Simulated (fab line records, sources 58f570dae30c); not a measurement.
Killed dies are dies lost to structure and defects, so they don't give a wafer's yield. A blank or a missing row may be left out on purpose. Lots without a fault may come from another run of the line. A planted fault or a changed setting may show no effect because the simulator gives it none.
Problem report in the 8D (eight disciplines) form, filled by code | flow berkeley_cmos170 | the parts of the form that need people (team, actions taken, sign-off) are left out

1. THE PROBLEM
chamber_o2_ppm at UCB170_SILICIDE_RTA_04 reads a mean of 302.010 on 9 wafers of 3 lots; wafers without a fault read 2.003 with a standard deviation of 0.021. That is +99 or more standard deviations from the usual mean.
The step: time 15 s.
First seen on wafer L798.1, day 10 11:23, on rtp_anneal-01. The record holds 21 wafers of 7 lots with a number at this step. Rule for "out", or "out of limits": more than 4 standard deviations from the usual mean. The other wafers with a number count as sound.

2. WHAT IT IS AND WHAT IT IS NOT
question                    | is                     | is not
which readings at this step | chamber_o2_ppm         | lamp_power_pct
which lots                  | L797, L798, L799       | L791, L793, L800, L812
which wafers of those lots  | all that have a number | -
read on which tools         | rtp_anneal-01          | rtp_anneal-02
when                        | from day 10 11:23      | up to then (6 sound wafers); but 6 sound wafers of L800, L812 came after

3. SUSPECTS, AND WHAT RULES EACH OUT
Counting: a tool at a process step up to the reading stays a suspect if it ran every lot that is out and no sound lot after the first of them.
- rtp_anneal-02 at UCB170_SDANNEAL_RTA_00 (time 10 s): ruled out as a lasting fault. Sound lots L812 ran on it after its first lot that is out, L798 (day 10 10:17).
- rtp_anneal-02 at UCB170_SDANNEAL_RTA_01 (time 5 s): ruled out as a lasting fault. Sound lots L812 ran on it after its first lot that is out, L798 (day 10 10:22).
- rtp_anneal-01 at UCB170_SILICIDE_RTA_04 (time 15 s): kept. It ran every lot that is out, first L798 (day 10 11:23), and no sound lot after that; its last sound lot up to then is L793 (day 9 07:39). Its own readings are out on those wafers: chamber_o2_ppm.
Left after counting: rtp_anneal-01 at UCB170_SILICIDE_RTA_04.

4. THE CAUSE (what the simulator had put in)
Process parameter drift: rtp_anneal-01, from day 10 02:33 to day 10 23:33, at UCB170_SILICIDE_RTA_04. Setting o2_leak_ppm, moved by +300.
Counting left only this tool.

5. THE CHAIN OF EFFECTS, in route order
Each row: a reading whose mean over the struck wafers that have a number lies more than 3 standard deviations from the usual. Only readings for which the record gives a usual standard deviation are gone through. hours: the time from each lot's start at the first step in this table that gives one to its start at this step, as a median over the lots. sigmas: the change in usual standard deviations.
hours | step                   | reading        | usual | on struck wafers | change   | sigmas
0     | UCB170_SILICIDE_RTA_04 | chamber_o2_ppm | 2.003 | 302.010          | +300.007 | +99 or more
The process steps in it:
- UCB170_SILICIDE_RTA_04: time 15 s.

6. WHAT WOULD HAVE CAUGHT IT SOONER
In this record the first reading out of limits was taken at day 10 11:23, 9 hours after the fault began at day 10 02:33.
